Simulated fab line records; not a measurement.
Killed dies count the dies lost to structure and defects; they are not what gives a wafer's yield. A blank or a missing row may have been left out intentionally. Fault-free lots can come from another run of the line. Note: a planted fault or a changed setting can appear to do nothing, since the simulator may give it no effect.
fab line records ; flow ritCmos
record: lots: 14; wafers: 42; lastDay: 8
route steps=202 shown CONTACT@168 M1@202
lots that met no fault: taken from a fault-free run of the same line
startH: the number of hours between the record's first day and the start of the first shown wafer of the lot ; waitH: hours elapsed since this lot's preceding step ; " the same as in the row above ; L1.1+2: a row that stands for several wafers ; - either no value or no given start ; * or withheld: withheld ; < > ~ a bound
route shown NAME@n: NAME is a module with steps in the file, n the number in the route of the first one ; usual: mean/standard deviation of fault-free wafers ; same: alike in all rows ; chamber/n: place in a boat ; sites: each site's reading ; _std_site: standard deviation across them ; _edge_site: mean of outer sites minus mean of inner sites ; radiusMm: how far each site lies from the wafer's centre ; mask NAME#n: copy n ; behind: the tool/chamber that last shaped the wafer ; hold: why the lot was held/for how many hours/how that ended ; device: the transistor (n, p or np) that didn't switch ; end of line: tests run on the same wafers once the route is complete ; a step without rows: its recipe alone ; killed: count of dies lost to structure and defects at first sort (not the wafer's yield) ; map: a wafer's dies, marking killed ones x, the rest . and places with no die _
set.NAME: the setting the step ran with; set.NAME@STEP: the setting that earlier step ran with ; model.NAME: the simulator's own value behind a step, which no gauge read
one table for each step of the route and one row for each wafer, over a sample of lots
services: the hour from which a tool's chamber was out of use, counted from the record's first day as startH (under 0 if before that day), plus the number of hours and why
== steps ==
step: RIT_CONTACT_CVD_00
recipe: material: SiO2; targetThkNm: 400; precursor: TEOS; tempC: 390; timeS: 61; rfW: 400
usual: heaterPowerW: 350/45
lot.wafer;tool;chamber;startH;waitH;heaterPowerW;sinceWetCleanH
L819.3;pecvd-02;1;53.11;0.0;373;608
L819.4;pecvd-02;1;53.11;0.0;379;-
L819.5;pecvd-02;0;53.11;0.0;386;-
L820.4;pecvd-01;1;57.35;0.0;248;-
L820.5;pecvd-01;0;57.35;0.0;369;-
L820.6;pecvd-01;2;57.35;0.0;299;-
L821.1;pecvd-04;1;64.66;0.1;393;215
L821.5;pecvd-04;0;64.66;0.1;364;-
L821.6;pecvd-04;2;64.66;0.1;261;-
L822.2;pecvd-02;1;70.79;0.0;400;626
L822.4;pecvd-02;0;70.79;0.0;415;-
L822.6;pecvd-02;1;70.79;0.0;420;-
L823.2;pecvd-04;1;76.38;0.0;324;227
L823.3;pecvd-04;2;76.38;0.0;272;227
L823.4;pecvd-04;2;76.38;0.0;275;-
L825.1;pecvd-04;0;86.26;0.1;387;237
L825.2;pecvd-04;2;86.26;0.1;289;237
L825.4;pecvd-04;1;86.26;0.1;367;-
L826.1;pecvd-02;1;91.27;0.1;450;647
L826.2;pecvd-02;2;91.27;0.1;386;647
L826.6;pecvd-02;2;91.27;0.1;380;-
L830.1;pecvd-04;0;107.88;0.1;367;259
L830.2;pecvd-04;1;107.88;0.1;385;259
L830.6;pecvd-04;1;107.88;0.1;388;-
L831.1;pecvd-02;1;114.25;0.1;434;670
L831.4;pecvd-02;0;114.25;0.1;388;-
L831.6;pecvd-02;1;114.25;0.1;442;-
L833.1;pecvd-04;1;122.19;0.1;414;273
L833.4;pecvd-04;1;122.19;0.1;314;-
L833.6;pecvd-04;2;122.19;0.1;308;-
L834.2;pecvd-02;2;126.50;0.0;371;682
L834.4;pecvd-02;2;126.50;0.0;385;-
L834.5;pecvd-02;1;126.50;0.0;418;-
L838.1;pecvd-01;0;153.52;0.1;368;1099
L838.5;pecvd-01;2;153.52;0.1;279;-
L838.6;pecvd-01;0;153.52;0.1;385;-
L840.1;pecvd-02;2;161.48;0.1;333;717
L840.3;pecvd-02;0;161.48;0.1;351;-
L840.4;pecvd-02;2;161.48;0.1;352;-
L842.1;pecvd-04;0;175.44;0.1;336;326
L842.3;pecvd-04;2;175.44;0.1;299;326
L842.4;pecvd-04;0;175.44;0.1;351;-
step: RIT_CONTACT_THK_MEAS_01
recipe: reads: SiO2_of_CONTACT_CVD_00
usual: CONTACT_TEOS_THK: 401/5
lot.wafer;tool;chamber;startH;waitH;CONTACT_TEOS_THK[nm]
L819.3;filmMetro-04;-;53.18;0.0;389
L819.4;filmMetro-04;-;53.18;0.0;400
L819.5;filmMetro-04;-;53.18;0.0;400
L820.4;filmMetro-03;-;57.40;0.0;401
L820.5;filmMetro-03;-;57.40;0.0;405
L820.6;filmMetro-03;-;57.40;0.0;408
L821.1;filmMetro-02;-;64.71;0.0;401
L821.5;filmMetro-02;-;64.71;0.0;404
L821.6;filmMetro-02;-;64.71;0.0;407
L822.2;filmMetro-04;-;70.85;0.0;395
L822.4;filmMetro-04;-;70.85;0.0;404
L822.6;filmMetro-04;-;70.85;0.0;396
L823.2;filmMetro-04;-;76.44;0.0;398
L823.3;filmMetro-04;-;76.44;0.0;399
L823.4;filmMetro-04;-;76.44;0.0;403
L825.1;filmMetro-02;-;86.31;0.0;401
L825.2;filmMetro-02;-;86.31;0.0;398
L825.4;filmMetro-02;-;86.31;0.0;402
L826.1;filmMetro-04;-;91.32;0.0;391
L826.2;filmMetro-04;-;91.32;0.0;399
L826.6;filmMetro-04;-;91.32;0.0;407
L830.1;filmMetro-04;-;107.93;0.0;405
L830.2;filmMetro-04;-;107.93;0.0;404
L830.6;filmMetro-04;-;107.93;0.0;411
L831.1;filmMetro-02;-;114.30;0.0;342
L831.4;filmMetro-02;-;114.30;0.0;400
L831.6;filmMetro-02;-;114.30;0.0;345
L833.1;filmMetro-04;-;122.24;0.0;399
L833.4;filmMetro-04;-;122.24;0.0;402
L833.6;filmMetro-04;-;122.24;0.0;403
L834.2;filmMetro-03;-;126.56;0.0;398
L834.4;filmMetro-03;-;126.56;0.0;409
L834.5;filmMetro-03;-;126.56;0.0;352
L838.1;filmMetro-02;-;153.57;0.0;394
L838.5;filmMetro-02;-;153.57;0.0;399
L838.6;filmMetro-02;-;153.57;0.0;407
L840.1;filmMetro-02;-;161.55;0.1;392
L840.3;filmMetro-02;-;161.55;0.1;398
L840.4;filmMetro-02;-;161.55;0.1;399
L842.1;filmMetro-04;-;175.49;0.0;407
L842.3;filmMetro-04;-;175.49;0.0;405
L842.4;filmMetro-04;-;175.49;0.0;408
step: RIT_M1_PROBE_99
usual: killedAtContacts: 0.1/0.3; killedAtFrontEnd: 7/3.4; killedDies: 7/3.4; killedOpen: 3.6/2.1; killedShort: 3.5/2.1
same: grossDies: 264; killed_at_M0_to_M3: 0; killed_at_M4_up: 0; killedAtBackSide: 0; killedAtOther: 0
lot.wafer;tool;chamber;startH;waitH;killedAtContacts;killedAtFrontEnd;killedDies;killedOpen;killedShort
L834.2;prober-02;-;133.05;0.1;0;4;4;1;3
L834.4;prober-02;-;133.15;0.2;0;2;2;1;1
L834.5;prober-02;-;133.20;0.2;0;5;5;4;1
killed by level:class
L834.2 GATE:geometricParticle:short=3 SILICIDE:geometricParticle:open=1
L834.4 SPACER:geometricParticle:short=1 SILICIDE:geometricParticle:open=1
L834.5 GATE:geometricParticle:open=4 REOX:geometricParticle:short=1
== services ==
tool;chamber;startH;hours;kind
pecvd-02;-;35.07;2.8;pm
pecvd-01;-;73.15;28.1;pm
pecvd-04;0;78.37;1.7;repair
pecvd-02;1;92.42;2.0;repair
pecvd-02;1;149.16;21.3;repair
== key ==
firstSign: step: RIT_CONTACT_THK_MEAS_01; reading: CONTACT_TEOS_THK; direction: down; sigmas: 11; usual: 401; struck: 346
effect none on later readings
metAt RIT_CONTACT_CVD_00
struckLots L831,L834
struckWafers L831.1,L831.6,L834.5
testerLeftOut L831,L834
onsetBetween 91.27 114.25
fault: kind: siteProfileDrift; tool: pecvd-02; chamber: 1; onsetH: 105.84; steps: RIT_CONTACT_CVD_00; basis: fraction; maxAbsDrift: 0.30652; slopeSharePerHr: 68.115; sitePattern: 0,0,0,0,0,-1,-1,-1,-1
testerLeftOut: of these lots the tester's yield and bins aren't shown, on N5 and GAA mostly nor the transistor test; their killed dies are dies lost to structure and defects alone, not to doping, threshold or leakage, so they don't give the yield
